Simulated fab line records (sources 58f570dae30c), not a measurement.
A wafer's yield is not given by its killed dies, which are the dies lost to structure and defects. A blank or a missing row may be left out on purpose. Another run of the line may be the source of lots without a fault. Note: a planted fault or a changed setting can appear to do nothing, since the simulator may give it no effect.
fab line records    flow berkeleyCmos170
[record] lots = 5  wafers = 15  lastDay = 14
route steps=331 shown V2@298 M3@309
lots that met no fault: taken from a fault-free run of the same line
startH: hours from the record's opening day to when the first of the lot's shown wafers began    waitH: hours from the lot's prior step to this one    " same as the row above    L1.1+2: a single row standing in for several wafers    - either no value or no given start    * or withheld: withheld    < > ~ a bound
route shown NAME@n: a module of which the file shows steps, and the number in the route of the first    usual: mean/standard deviation taken from wafers without a fault    same: alike in all rows    chamber/n: place in a boat    sites: readings site by site    _std_site: standard deviation across them    _edge_site: the outer-site mean with the inner-site mean subtracted    radiusMm: for every site, how far away it sits from the centre of the wafer    mask NAME#n: copy n    behind: the most recent tool/chamber to have shaped the wafer    hold: why the lot went on hold/how many hours it stayed there/how the hold came to an end    device: which transistor (n, p or np) failed to switch    end of line: the tests these same wafers got at the end of their route    step lacking rows: just its recipe    killed: dies lost to structure and defects at the first sort, not the wafer's yield    map: a wafer's dies, marking killed ones x, the rest . and places with no die _
set.NAME: the setting that was run; set.NAME@STEP: the one run at that earlier step    model.NAME: the simulator's own value behind a step, which no gauge read
lots at some steps of the route; a table a step, a row a wafer
services: from which hour (startH, from the record's first day; less than 0 if before it) a tool's chamber was out of use, for how many hours, and why
[[steps]]
[step UCB170_V2_HMDS_06]
[recipe] primeTimeS = 60  primeTempC = 100
[step UCB170_V2_COAT_07]
[recipe] resist = KrF  spinRpm = 1500  resistThkNm = 900
[step UCB170_V2_SOFTBAKE_08]
[recipe] resist = KrF  tempC = 130  timeS = 60
[step UCB170_V2_EXPOSE_09]
[recipe] maskId = VIA2  targetCdNm = 700  na = 0.5  sigmaOuter = 0.6  sourceShape = conventional  doseMj = 37
[step UCB170_V2_PEB_10]
[recipe] pebTempC = 130  pebTimeS = withheld  resist = KrF
[step UCB170_V2_DEVELOP_11]
[recipe] developer = TMAH  developTimeS = 45  resist = KrF  devTempC = 21
[step UCB170_V2_CD_MEAS_12]
[recipe] targetCdNm = 700
[usual] cdNm = 700.5/1.4
lot.wafer  tool      chamber  startH  waitH  cdNm
L173.4     cdSem-01  -        191.92  -      702.0
L173.5     "         -        "       "      702.7
L173.6     "         -        "       "      701.5
L177.3     cdSem-01  -        231.93  -      703.9
L177.4     "         -        "       "      703.3
L177.6     "         -        "       "      704.8
L175.3     cdSem-01  -        232.48  -      701.3
L175.5     "         -        "       "      701.2
L175.6     "         -        "       "      701.5
L196.3     cdSem-01  -        341.61  -      700.3
L196.5     "         -        "       "      701.6
L196.6     "         -        "       "      701.7
L195.1     cdSem-02  -        343.47  -      701.0
L195.2     "         -        "       "      701.4
L195.4     "         -        "       "      700.7
[step UCB170_V2_OVL_MEAS_13]
[usual] V2_OVL = -1/5.7
lot.wafer  tool        chamber  startH  waitH  V2_OVL[nm]
L173.4     overlay-02  -        192.00  0.1    -3
L173.5     "           -        "       "      8
L173.6     "           -        "       "      -2
L177.3     overlay-02  -        232.02  0.1    -5
L177.4     "           -        "       "      -1
L177.6     "           -        "       "      -1
L175.3     overlay-02  -        232.57  0.1    8
L175.5     "           -        "       "      9
L175.6     "           -        "       "      1
L196.3     overlay-01  -        341.70  0.1    -1
L196.5     "           -        "       "      1
L196.6     "           -        "       "      -10
L195.1     overlay-02  -        343.59  0.1    9
L195.2     "           -        "       "      -5
L195.4     "           -        "       "      -1
[step UCB170_V2_ETCH_14]
[recipe] chemistry = CHF3/CF4/Ar  target = SiO2  stopOn = Al  CHF3_flow_sccm = 45  cf4FlowSccm = 15  Ar_flow_sccm = 150  pressureMtorr = 200  rfW = 700  targetDepthA = 12500  overEtchFrac = 0.25  timeS = 291
[usual] drypumpMotorCurrentA = 5.5/0.38  oesProductAu = 0.877/0.011  throttleValvePct = 6.97/0.085
lot.wafer  tool        chamber  startH  waitH  drypumpMotorCurrentA  oesProductAu  rfHoursCounterH  throttleValvePct
L173.4     rieDiel-03  2        192.11  0.1    5.2                   0.879         -                7.14
L173.5     "           3        "       "      5.0                   0.885         -                6.96
L173.6     "           1        "       "      6.0                   0.882         -                6.91
L177.3     rieDiel-03  3        232.04  0.0    5.0                   0.877         20               6.99
L177.4     "           0        "       "      6.1                   0.875         49               6.97
L177.6     "           2        "       "      5.2                   0.883         -                7.14
L175.3     rieDiel-01  2        232.60  0.0    5.2                   0.895         33               6.97
L175.5     "           0        "       "      5.7                   0.877         -                6.89
L175.6     "           3        "       "      6.0                   0.884         -                7.02
L196.3     rieDiel-02  3        341.72  0.0    5.3                   0.857         85               7.17
L196.5     "           0        "       "      5.2                   0.886         -                6.89
L196.6     "           1        "       "      5.3                   0.898         -                6.86
L195.1     rieDiel-01  0        343.63  0.0    5.7                   0.880         84               6.89
L195.2     "           3        "       "      6.0                   0.890         53               6.99
L195.4     "           1        "       "      5.2                   0.858         49               6.93
[step UCB170_V2_STRIP_15]
[recipe] chemistry = O2  powerW = 400  pressureMtorr = 3500  platenTempC = withheld  o2FlowSccm = 400  overashFraction = 0.5
[usual] drypumpMotorCurrentA = 5.7/0.4  oesProductAu = 0.723/0.0043  stripTimeToEndpointS = 15.30/0.19
lot.wafer  tool            chamber  startH  waitH  drypumpMotorCurrentA  oesProductAu  rfHoursCounterH  stripTimeToEndpointS
L173.4     plasmaAsher-03  0        192.23  0.0    5.6                   0.727         -                15.31
L173.5     "               1        "       "      6.4                   0.731         -                15.23
L173.6     "               0        "       "      5.6                   0.718         -                14.87
L177.3     plasmaAsher-04  0        232.25  0.1    5.4                   0.720         -                15.28
L177.4     "               1        "       "      5.5                   0.723         -                14.94
L177.6     "               1        "       "      5.5                   0.726         -                15.26
L175.3     plasmaAsher-04  0        232.85  0.2    5.4                   0.724         -                15.51
L175.5     "               0        "       "      5.4                   0.717         -                15.25
L175.6     "               1        "       "      5.5                   0.730         -                15.38
L196.3     plasmaAsher-01  1        341.93  0.1    5.8                   0.722         -                15.28
L196.5     "               1        "       "      5.7                   0.723         -                14.99
L196.6     "               0        "       "      5.4                   0.731         -                15.09
L195.1     plasmaAsher-04  0        343.81  0.1    5.4                   0.722         67               15.17
L195.2     "               1        "       "      5.5                   0.720         67               15.52
L195.4     "               1        "       "      5.5                   0.728         -                15.47
[step UCB170_V2_CD_MEAS_90]
[recipe] targetCdNm = 700
[usual] cdNm = 700.6/1.6
lot.wafer  tool      chamber  startH  waitH  cdNm
L173.4     cdSem-01  -        192.36  0.1    702.0
L173.5     "         -        "       "      703.0
L173.6     "         -        "       "      701.4
L177.3     cdSem-01  -        232.36  0.1    704.3
L177.4     "         -        "       "      705.2
L177.6     "         -        "       "      704.5
L175.3     cdSem-01  -        232.95  0.1    699.8
L175.5     "         -        "       "      702.3
L175.6     "         -        "       "      702.2
L196.3     cdSem-02  -        342.04  0.1    700.4
L196.5     "         -        "       "      703.2
L196.6     "         -        "       "      701.9
L195.1     cdSem-01  -        343.91  0.1    702.2
L195.2     "         -        "       "      702.3
L195.4     "         -        "       "      701.1
[step UCB170_M3_PRE_CLEAN_00]
[recipe] gas = Ar  precleanEtchTimeS = 60
[step UCB170_M3_SPUTTER_01]
[recipe] material = Al  targetThkNm = 900  timeS = 120  powerW = 6000  chamberPressurePa = 0.5
[usual] throttleValvePct = 29.9/0.89
lot.wafer  tool           chamber  startH  waitH  throttleValvePct  model.Al_of_M3_SPUTTER_01.thkNm
L173.4     pvdSputter-01  -        192.48  0.0    30.5              899.9
L173.5     "              -        "       "      31.0              904.6
L173.6     "              -        "       "      30.0              900.8
L177.3     pvdSputter-03  -        232.51  0.0    29.1              897
L177.4     "              -        "       "      30.3              907.8
L177.6     "              -        "       "      30.4              895.4
L175.3     pvdSputter-03  -        233.10  0.0    30.5              883
L175.5     "              -        "       "      30.6              887.1
L175.6     "              -        "       "      28.9              887.4
L196.3     pvdSputter-01  -        342.19  0.0    30.7              901.6
L196.5     "              -        "       "      30.4              896
L196.6     "              -        "       "      31.2              900.4
L195.1     pvdSputter-03  -        344.10  0.0    28.9              910.4
L195.2     "              -        "       "      30.5              1081
L195.4     "              -        "       "      30.7              889.7
[step UCB170_M3_RS_MEAS_02]
[recipe] thkMeasGauge = four-point-probe  reads = Al_of_M3_SPUTTER_01
[usual] M3_AL_RS = 0.03233/0.0003
lot.wafer  tool          chamber  startH  waitH  M3_AL_RS[ohm/sq]
L173.4     filmMetro-02  -        192.63  0.1    0.03211
L173.5     "             -        "       "      0.03201
L173.6     "             -        "       "      0.03208
L177.3     filmMetro-01  -        232.63  0.1    0.0322
L177.4     "             -        "       "      0.03191
L177.6     "             -        "       "      0.0323
L175.3     filmMetro-03  -        233.22  0.1    0.03282
L175.5     "             -        "       "      0.03272
L175.6     "             -        "       "      0.03266
L196.3     filmMetro-01  -        342.31  0.1    0.03204
L196.5     "             -        "       "      0.03228
L196.6     "             -        "       "      0.03212
L195.1     filmMetro-01  -        344.18  0.0    0.03177
L195.2     "             -        "       "      0.02669
L195.4     "             -        "       "      0.03248
[step UCB170_M3_THK_MEAS_03]
[recipe] thkMeasGauge = xrf  reads = Al_of_M3_SPUTTER_01
[usual] M3_AL_THK = 894/9.1
lot.wafer  tool          chamber  startH  waitH  M3_AL_THK[nm]
L173.4     filmMetro-02  -        192.72  0.1    899
L173.5     "             -        "       "      905
L173.6     "             -        "       "      900
L177.3     filmMetro-01  -        232.73  0.1    899
L177.4     "             -        "       "      906
L177.6     "             -        "       "      898
L175.3     filmMetro-03  -        233.32  0.1    877
L175.5     "             -        "       "      881
L175.6     "             -        "       "      883
L196.3     filmMetro-01  -        342.41  0.1    904
L196.5     "             -        "       "      894
L196.6     "             -        "       "      902
L195.1     filmMetro-01  -        344.30  0.1    912
L195.2     "             -        "       "      1082
L195.4     "             -        "       "      899
[step UCB170_M3_HMDS_04]
[recipe] primeTimeS = 60  primeTempC = 100
[step UCB170_M3_COAT_05]
[recipe] resist = KrF  spinRpm = 1500  resistThkNm = 900
[step UCB170_M3_SOFTBAKE_06]
[recipe] resist = KrF  tempC = 130  timeS = 60
[step UCB170_M3_STRIP_07]
[recipe] chemistry = O2  powerW = 400  pressureMtorr = 3500  platenTempC = withheld  o2FlowSccm = 400  overashFraction = 0.5
[usual] drypumpMotorCurrentA = 5.8/0.37  oesProductAu = 0.734/0.0049  stripTimeToEndpointS = 21.96/0.065
lot.wafer  tool            chamber  startH  waitH  drypumpMotorCurrentA  oesProductAu  rfHoursCounterH  stripTimeToEndpointS
L173.4     plasmaAsher-03  0        193.23  0.1    5.5                   0.732         -                21.87
L173.5     "               1        "       "      6.5                   0.737         -                21.91
L173.6     "               0        "       "      5.6                   0.730         -                21.89
L177.3     plasmaAsher-03  1        233.25  0.1    6.4                   0.740         -                22.02
L177.4     "               0        "       "      5.6                   0.735         -                22.05
L177.6     "               0        "       "      5.6                   0.740         -                22.07
L175.3     plasmaAsher-04  1        233.85  0.1    5.5                   0.737         -                21.98
L175.5     "               0        "       "      5.4                   0.729         -                22.03
L175.6     "               1        "       "      5.5                   0.728         -                22.08
L196.3     plasmaAsher-02  0        342.93  0.1    5.9                   0.721         -                21.90
L196.5     "               0        "       "      5.9                   0.733         -                21.96
L196.6     "               1        "       "      5.6                   0.737         -                22.01
L195.1     plasmaAsher-04  1        344.81  0.1    5.5                   0.733         67               21.88
L195.2     "               0        "       "      5.4                   0.727         67               21.89
L195.4     "               1        "       "      5.5                   0.732         -                21.85
[step UCB170_M3_STRIP_08]
[recipe] chemistry = DMSO  tempC = 80  timeS = 600  material = KrF
[step UCB170_M3_COAT_09]
[recipe] resist = BARC  tempC = withheld  timeS = withheld  spinRpm = 3000  resistThkNm = withheld
[step UCB170_M3_COAT_10]
[recipe] resist = KrF  spinRpm = 1500  resistThkNm = 900
[step UCB170_M3_SOFTBAKE_11]
[recipe] resist = KrF  tempC = 130  timeS = 60
[step UCB170_M3_EXPOSE_12]
[recipe] maskId = METAL3  targetCdNm = 700  na = 0.5  sigmaOuter = 0.6  sourceShape = conventional  doseMj = 26
[step UCB170_M3_PEB_13]
[recipe] pebTempC = 130  pebTimeS = withheld  resist = KrF
[step UCB170_M3_DEVELOP_14]
[recipe] developer = TMAH  developTimeS = 45  resist = KrF  devTempC = 21
[step UCB170_M3_CD_MEAS_15]
[recipe] targetCdNm = 700
[usual] cdNm = 700.4/1.5
lot.wafer  tool      chamber  startH  waitH  cdNm
L173.4     cdSem-01  -        194.52  -      702.4
L173.5     "         -        "       "      702.2
L173.6     "         -        "       "      702.1
L177.3     cdSem-02  -        235.35  -      700.3
L177.4     "         -        "       "      701.0
L177.6     "         -        "       "      701.2
L175.3     cdSem-01  -        235.70  -      701.3
L175.5     "         -        "       "      702.1
L175.6     "         -        "       "      701.2
L196.3     cdSem-02  -        344.44  -      700.4
L196.5     "         -        "       "      698.8
L196.6     "         -        "       "      699.5
L195.1     cdSem-02  -        345.95  -      700.8
L195.2     "         -        "       "      700.8
L195.4     "         -        "       "      700.9
[step UCB170_M3_OVL_MEAS_16]
[usual] M3_OVL = 1/5.8
lot.wafer  tool        chamber  startH  waitH  M3_OVL[nm]
L173.4     overlay-02  -        194.59  0.1    1
L173.5     "           -        "       "      2
L173.6     "           -        "       "      -1
L177.3     overlay-02  -        235.44  0.1    5
L177.4     "           -        "       "      2
L177.6     "           -        "       "      4
L175.3     overlay-01  -        235.80  0.1    -5
L175.5     "           -        "       "      1
L175.6     "           -        "       "      2
L196.3     overlay-01  -        344.53  0.1    -4
L196.5     "           -        "       "      3
L196.6     "           -        "       "      -1
L195.1     overlay-02  -        346.07  0.1    -5
L195.2     "           -        "       "      1
L195.4     "           -        "       "      -2
[step UCB170_M3_ETCH_17]
[recipe] chemistry = N2/H2  targetDepthA = withheld  overetchA = withheld  target = BARC  timeS = withheld  sourceW = 500  biasW = 100  pressureMtorr = 30  n2FlowSccm = 100  h2FlowSccm = 200
[usual] drypumpMotorCurrentA = 5.8/0.45  oesProductAu = 0.995/0.022  throttleValvePct = 13.30/0.08
lot.wafer  tool        chamber  startH  waitH  drypumpMotorCurrentA  oesProductAu  throttleValvePct
L173.4     rieDiel-01  0        194.61  0.0    5.7                   1.010         13.28
L173.5     "           2        "       "      5.2                   0.992         13.26
L173.6     "           3        "       "      6.0                   1.005         13.41
L177.3     rieDiel-04  0        235.46  0.0    6.0                   1.016         13.32
L177.4     "           2        "       "      5.7                   0.995         13.23
L177.6     "           0        "       "      6.0                   1.009         13.33
L175.3     rieDiel-04  3        235.82  0.0    6.4                   0.973         13.24
L175.5     "           3        "       "      6.4                   0.972         13.25
L175.6     "           0        "       "      6.0                   1.010         13.33
L196.3     rieDiel-04  0        344.55  0.0    6.1                   1.015         13.32
L196.5     "           2        "       "      5.7                   0.991         13.22
L196.6     "           1        "       "      6.1                   0.982         13.33
L195.1     rieDiel-01  3        346.11  0.0    6.0                   1.011         13.42
L195.2     "           2        "       "      5.2                   0.994         13.26
L195.4     "           1        "       "      5.2                   0.956         13.34
[step UCB170_M3_METAL_ETCH_18]
[recipe] chemistry = Cl2/BCl3  target = Al  stopOn = SiO2  pressureMtorr = 12  targetDepthA = 11700  overEtchFrac = 0.3  timeS = 195  icpW = 600  biasW = 120  Cl2_flow_sccm = 90  bcl3FlowSccm = 45
[usual] drypumpMotorCurrentA = 5.79/0.28  oesProductAu = 0.853/0.014  throttleValvePct = 24.40/0.2
lot.wafer  tool         chamber  startH  waitH  drypumpMotorCurrentA  oesProductAu  rfHoursCounterH  throttleValvePct
L173.4     rieMetal-03  0        194.72  -      6.00                  0.842         -                24.25
L173.5     "            1        "       "      6.13                  0.857         -                24.77
L173.6     "            0        "       "      6.00                  0.854         -                24.26
L177.3     rieMetal-03  1        235.57  -      6.16                  0.854         -                24.76
L177.4     "            0        "       "      6.02                  0.860         -                24.26
L177.6     "            1        "       "      6.15                  0.854         -                24.79
L175.3     rieMetal-04  0        235.93  -      5.42                  0.834         -                24.23
L175.5     "            1        "       "      5.84                  0.853         -                24.39
L175.6     "            0        "       "      5.49                  0.824         -                24.21
L196.3     rieMetal-01  1        344.66  -      5.56                  0.850         -                24.32
L196.5     "            1        "       "      5.53                  0.844         -                24.34
L196.6     "            0        "       "      5.49                  0.882         -                24.36
L195.1     rieMetal-03  1        346.15  -      6.15                  0.860         0                24.72
L195.2     "            0        "       "      6.02                  0.951         6                24.23
L195.4     "            0        "       "      6.01                  0.847         -                24.26
[step UCB170_M3_STRIP_19]
[recipe] chemistry = O2  powerW = 400  pressureMtorr = 3500  platenTempC = withheld  o2FlowSccm = 400  overashFraction = 0.5
[usual] drypumpMotorCurrentA = 5.8/0.34  oesProductAu = 0.558/0.026
lot.wafer  tool            chamber  startH  waitH  drypumpMotorCurrentA  oesProductAu  rfHoursCounterH
L173.4     plasmaAsher-02  0        194.87  0.1    5.9                   0.540         -
L173.5     "               0        "       "      5.9                   0.563         -
L173.6     "               1        "       "      5.6                   0.542         -
L177.3     plasmaAsher-02  1        235.73  0.1    5.6                   0.556         -
L177.4     "               0        "       "      5.9                   0.544         -
L177.6     "               1        "       "      5.6                   0.553         -
L175.3     plasmaAsher-02  0        236.08  0.1    5.9                   0.579         -
L175.5     "               0        "       "      5.9                   0.581         -
L175.6     "               1        "       "      5.7                   0.587         -
L196.3     plasmaAsher-03  0        344.82  0.1    5.6                   0.531         -
L196.5     "               1        "       "      6.4                   0.524         -
L196.6     "               0        "       "      5.6                   0.547         -
L195.1     plasmaAsher-03  0        346.34  0.1    5.6                   0.549         26
L195.2     "               1        "       "      6.4                   0.543         26
L195.4     "               0        "       "      5.6                   0.538         -
[step UCB170_M3_PROBE_99]
lot.wafer  tool       chamber  startH  waitH  model.etest.antennaM3.vtShiftV
L173.4     prober-02  -        195.33  0.2    -0.01395
L173.5     prober-02  -        195.38  0.2    -0.01597
L173.6     prober-02  -        195.43  0.2    -0.01629
L177.3     prober-01  -        236.13  0.2    -0.01388
L177.4     prober-01  -        236.18  0.2    -0.02234
L177.6     prober-01  -        236.28  0.2    -0.01619
L175.3     prober-01  -        236.49  0.2    -0.01077
L175.5     prober-01  -        236.59  0.2    -0.01076
L175.6     prober-01  -        236.64  0.2    -0.009342
L196.3     prober-01  -        345.22  0.2    -0.01515
L196.5     prober-01  -        345.32  0.2    -0.01582
L196.6     prober-01  -        345.37  0.2    -0.01408
L195.1     prober-02  -        346.68  0.1    -0.0113
L195.2     prober-02  -        346.73  0.1    -0.007672
L195.4     prober-02  -        346.83  0.2    -0.01272
// killed by level:class
L173.4 SPACER:geometricParticle:open=2
L173.5 SACOX:geometricParticle:short=1 GATE:geometricParticle:open=1 V2:geometricParticle:open=1
L173.6 ACTIVE:geometricParticle:short=1 GATE:geometricParticle:open=1 GATE:geometricParticle:short=1 SPACER:geometricParticle:short=1 V2:geometricParticle:short=1
L177.3 START:geometricParticle:short=1 GATE:geometricParticle:short=1 SPACER:geometricParticle:open=1
L177.4 WELLDRIVE:geometricParticle:short=1 SCREENOX:geometricParticle:short=1 GATE:geometricParticle:open=1 SPACER:geometricParticle:short=1
L177.6 GATE:geometricParticle:open=1 GATE:geometricParticle:short=1 SILICIDE:geometricParticle:open=1 V1:geometricParticle:short=1
L175.5 SILICIDE:geometricParticle:open=1 M3:geometricParticle:short=1
L175.6 SPACER:geometricParticle:open=3 GATE:geometricParticle:open=1 CONTACT:geometricParticle:open=1
L196.3 V2:geometricParticle:open=2 GATE:geometricParticle:open=1 M2:geometricParticle:short=1
L196.5 SCREENOX:geometricParticle:short=1 SPACER:geometricParticle:short=1 SILICIDE:geometricParticle:short=1 M3:geometricParticle:short=1
L196.6 ACTIVE:areaEtch=2 START:geometricParticle:short=1 GATE:geometricParticle:short=1 SPACER:geometricParticle:short=1 CONTACT:geometricParticle:short=1 M3:geometricParticle:short=1
[[services]]
tool            chamber  startH  hours  kind
rieMetal-04     -        180.04  0.5    repair
rieDiel-03      0        187.79  5.3    repair
rieMetal-01     1        191.73  6.3    repair
plasmaAsher-01  -        193.64  109.0  repair
rieDiel-04      2        197.14  20.8   repair
rieMetal-04     0        197.32  10.1   repair
rieDiel-02      -        206.82  14.6   pm
rieDiel-04      3        218.97  2.4    repair
rieMetal-03     1        222.14  3.7    repair
rieDiel-03      3        225.83  2.9    repair
plasmaAsher-02  -        231.04  4.2    repair
rieMetal-01     1        247.48  28.9   repair
rieDiel-03      3        250.24  4.5    repair
rieDiel-04      1        254.35  9.1    repair
rieDiel-02      -        269.25  1.1    repair
rieMetal-04     -        273.93  2.4    repair
rieDiel-02      -        275.05  2.8    pm
rieDiel-02      3        315.64  5.7    repair
plasmaAsher-01  -        317.60  14.6   pm
plasmaAsher-03  -        318.77  1.4    repair
rieMetal-03     1        323.76  -      clean
rieMetal-03     1        323.76  16.6   scheduledDown
pvdSputter-01   -        331.85  1.8    repair
rieDiel-04      1        333.22  9.3    repair
[[key]]
[firstSign] step = UCB170_M3_RS_MEAS_02  reading = M3_AL_RS  direction = down  sigmas = 19  usual = 0.03233  struck = 0.02669
[effect] step = UCB170_M3_THK_MEAS_03  reading = M3_AL_THK  direction = up  sigmas = 21  usual = 894  struck = 1082
[effect] step = UCB170_M3_METAL_ETCH_18  reading = oesProductAu  direction = up  sigmas = 6.9  usual = 0.853  struck = 0.951
[modelEffect] step = UCB170_M3_SPUTTER_01  value = Al_of_M3_SPUTTER_01.thkNm  without = 903.2  struck = 1081
[modelEffect] step = UCB170_M3_PROBE_99  value = etest.antennaM3.vtShiftV  without = -0.01272  struck = -0.007672
metAt UCB170_M3_SPUTTER_01
struckWafers L195.2
sortLeftOut L195.2
onsetBetween 232.51 344.10
[fault] kind = processParameterDrift  tool = pvdSputter-03  chamber = -  onsetH = 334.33  steps = UCB170_M3_SPUTTER_01  channel = targetThkNm  offset = 178.12  shape = step  endH = 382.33  actsIn = theseRecipesOnly  stated = 900  scope = struckWafersOnly
// sortLeftOut: the simulated sort isn't trusted on such a fault, so these wafers' sort isn't shown, and their yield isn't known
